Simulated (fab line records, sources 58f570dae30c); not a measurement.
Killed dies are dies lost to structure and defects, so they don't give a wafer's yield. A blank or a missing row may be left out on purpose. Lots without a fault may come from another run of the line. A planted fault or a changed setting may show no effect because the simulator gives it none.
A struck lot beside a sound one | flow berkeley_cmos170 | 14 steps out of a route of 331
Sound: wafers L236.3, L236.4, L236.5. Struck: wafers L223.1, L223.3, L223.6. The cause comes at the end.
At each step with rows: each side's tool, then ch and its chambers, then its first start. Under that, the readings that differ: sound wafers | struck wafers | difference of the means | sigmas: that difference in standard deviations of wafers without a fault.
alike: readings whose means differ by less than 2 such deviations, and words and numbers that are the same on both sides. not compared: withheld readings, readings that some wafer has no value for, bounds like >300 that may hide the same value, and numbers for which the record gives no deviation and whose values overlap.
The two part at a step that has a row with sigmas, a row that says differs or no value, or rows on one side only. Numbers that don't overlap but have no deviation are shown without sigmas and don't part them. A reading that every wafer of one side lacks parts them only if that side has two wafers or more.

first, 1 step without rows for these wafers: UCB170_NLDD_IMPLANT_09.
UCB170_NLDD_STRIP_10: strips in O2.
  sound on plasma_asher-01 ch 0,1, day 10 07:26; struck on plasma_asher-02 ch 0, day 7 04:32
  alike: drypump_motor_current_A, oes_product_au, strip_time_to_endpoint_s
  not compared: rf_hours_counter_h
UCB170_NLDD_TW_MEAS_11:
  sound on film_metro-03, day 10 07:31; struck on film_metro-02, day 7 04:38
  reading | sound          | struck         | difference | sigmas
  NLDD_TW | 2226 2234 2222 | 2261 2257 2254 | +30        | +2
then, 1 step without rows for these wafers: UCB170_NLDD_CLEAN_12 (cleans in SPM, time 600 s).
UCB170_SPACER_CVD_00: deposits SiO2 from TEOS/O2, target thk 376 nm, time 47 s.
  sound on pecvd-03 ch 0,1, day 10 07:48; struck on pecvd-03 ch 0,1,2, day 7 04:52
  alike: heater_power_w
UCB170_SPACER_THK_MEAS_01:
  sound on film_metro-01, day 10 07:52; struck on film_metro-04, day 7 04:55
  alike: SPACER_TEOS_THK
then, 1 step without rows for these wafers: UCB170_SPACER_ANNEAL_02 (time 1800 s).
UCB170_SPACER_ETCHBACK_03: etches SiO2 in CHF3/CF4/Ar, stops on Si, target depth 376 nm, time 100 s.
  sound on rie_diel-02 ch 1,2, day 10 12:37; struck on rie_diel-02 ch 0,1, day 7 08:40
  alike: drypump_motor_current_A, oes_product_au, throttle_valve_pct
  not compared: rf_hours_counter_h
then, 4 steps without rows for these wafers: UCB170_PSD_HMDS_00 (prime time 60 s); UCB170_PSD_COAT_01 (resist thk 900 nm); UCB170_PSD_SOFTBAKE_02 (time 60 s); UCB170_PSD_EXPOSE_03 (exposes mask PSELECT MOD, target cd 1200 nm).
UCB170_PSD_PEB_04:
  sound on litho_track-04 ch 0, day 10 13:43; struck on litho_track-04, day 7 10:05
  no value came back on the struck wafers for chill_plate_temp_C (C), exhaust_pa (Pa); on the sound wafers chill_plate_temp_C (C) reads 23.04 23.07 23.04
then, 1 step without rows for these wafers: UCB170_PSD_DEVELOP_05 (develop time 45 s).

WHERE THEY PART
First at UCB170_NLDD_TW_MEAS_11; last, within this record, at UCB170_PSD_PEB_04.

WHY: what the simulator had put in
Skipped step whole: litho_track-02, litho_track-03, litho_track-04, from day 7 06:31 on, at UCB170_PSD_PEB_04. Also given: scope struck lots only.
